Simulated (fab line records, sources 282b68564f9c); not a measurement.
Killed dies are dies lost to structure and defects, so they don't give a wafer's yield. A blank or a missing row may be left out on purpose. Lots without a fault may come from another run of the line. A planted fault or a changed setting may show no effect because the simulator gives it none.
Tool commonality check | flow rit_cmos | 15 lots, 54 wafers sampled

WHY IT WAS OPENED
At RIT_SPACER_THK_MEAS_04 the reading SPACER_NITRIDE_THK is flagged on 3 of 15 lots. Wafers without a fault read 249.5 nm, standard deviation 2.4.
Rule: a lot is flagged when every wafer of it that has a number lies more than 4 standard deviations from that mean, or none has a number. The other lots count as sound.

lot  | measured    | on            | SPACER_NITRIDE_THK (nm), wafer by wafer | flag
L119 | day 2 22:36 | film_metro-03 | 250.6 250.2 249.9                       |
L120 | day 3 03:26 | film_metro-04 | 250.4 249.0 251.5                       |
L121 | day 3 08:24 | film_metro-03 | 248.1 249.3 247.3                       |
L122 | day 3 11:42 | film_metro-03 | 251.1 252.2 251.5                       |
L123 | day 3 17:58 | film_metro-02 | 251.4 252.6 250.6                       |
L124 | day 3 23:08 | film_metro-03 | 248.1 248.3 247.9                       |
L125 | day 4 06:04 | film_metro-02 | 502.9 505.8 501.9 503.4 506.0 501.5     | FLAGGED
L126 | day 4 10:20 | film_metro-04 | 500.9 497.4 500.1 500.7 497.4 500.0     | FLAGGED
L130 | day 5 08:30 | film_metro-02 | 494.9 496.2 490.7 494.7 495.9 490.7     | FLAGGED
L134 | day 5 23:52 | film_metro-02 | 247.5 249.2 248.9                       |
L137 | day 6 17:13 | film_metro-02 | 246.9 246.7 248.2                       |
L138 | day 6 20:28 | film_metro-04 | 252.7 253.3 251.2                       |
L140 | day 7 06:07 | film_metro-04 | 245.1 245.9 244.3                       |
L141 | day 7 12:04 | film_metro-02 | 249.6 252.3 251.1                       |
L142 | day 7 18:15 | film_metro-04 | 249.5 250.6 251.0                       |
The numbers of the flagged lots are 498.9 nm on average: +249.4 nm against the usual, or +99 or more standard deviations.

WHICH TOOL RAN EACH LOT
The record holds 1 process step before the reading, out of a route of 202 steps. In each cell: the tool, then ch and the chambers that the sampled wafers went through, then the start.
lot  | flag    | RIT_SPACER_CVD_03
L119 |         | lpcvd-01 ch 0, day 2 20:40
L120 |         | lpcvd-01 ch 1, day 3 01:29
L121 |         | lpcvd-02 ch 0, day 3 06:28
L122 |         | lpcvd-02 ch 0, day 3 09:47
L123 |         | lpcvd-02 ch 0, day 3 16:02
L124 |         | lpcvd-01 ch 1, day 3 21:12
L125 | FLAGGED | lpcvd-02 ch 0, day 4 02:02
L126 | FLAGGED | lpcvd-02 ch 1, day 4 06:19
L130 | FLAGGED | lpcvd-02 ch 1, day 5 02:28
L134 |         | lpcvd-02 ch 1, day 5 21:57
L137 |         | lpcvd-02 ch 0, day 6 15:17
L138 |         | lpcvd-01 ch 1, day 6 18:32
L140 |         | lpcvd-02 ch 1, day 7 04:12
L141 |         | lpcvd-01 ch 1, day 7 10:10
L142 |         | lpcvd-01 ch 0, day 7 16:20
What these steps do:
- RIT_SPACER_CVD_03: deposits Si3N4 from SiH2Cl2/NH3, target thk 250 nm, time 3300 s.
- RIT_SPACER_THK_MEAS_04

FLAGGED OVER TOTAL, TOOL BY TOOL (the gauges that took the reading come last)
step                   | tool          | lots run | flagged | share of the flagged lots | sound lots run after its first flagged lot
RIT_SPACER_CVD_03      | lpcvd-01      | 6        | 0       | none                      | -
RIT_SPACER_CVD_03      | lpcvd-02      | 9        | 3       | all                       | 3 (L134,L137,L140)
RIT_SPACER_THK_MEAS_04 | film_metro-02 | 6        | 2       | some                      | 3 (L134,L137,L141)
RIT_SPACER_THK_MEAS_04 | film_metro-03 | 4        | 0       | none                      | -
RIT_SPACER_THK_MEAS_04 | film_metro-04 | 5        | 1       | some                      | 3 (L138,L140,L142)

WHAT THE TABLE ALLOWS
1 row of the table ran every flagged lot: lpcvd-02 at RIT_SPACER_CVD_03.
- lpcvd-02 at RIT_SPACER_CVD_03: 3 of its 9 lots flagged. Sound lots ran on it after the first flagged one (L134, L137, L140), which a lasting fault on the whole tool wouldn't allow.
No row of the table ran every flagged lot and no sound lot after the first.

WHAT THE SIMULATOR HAD PUT IN
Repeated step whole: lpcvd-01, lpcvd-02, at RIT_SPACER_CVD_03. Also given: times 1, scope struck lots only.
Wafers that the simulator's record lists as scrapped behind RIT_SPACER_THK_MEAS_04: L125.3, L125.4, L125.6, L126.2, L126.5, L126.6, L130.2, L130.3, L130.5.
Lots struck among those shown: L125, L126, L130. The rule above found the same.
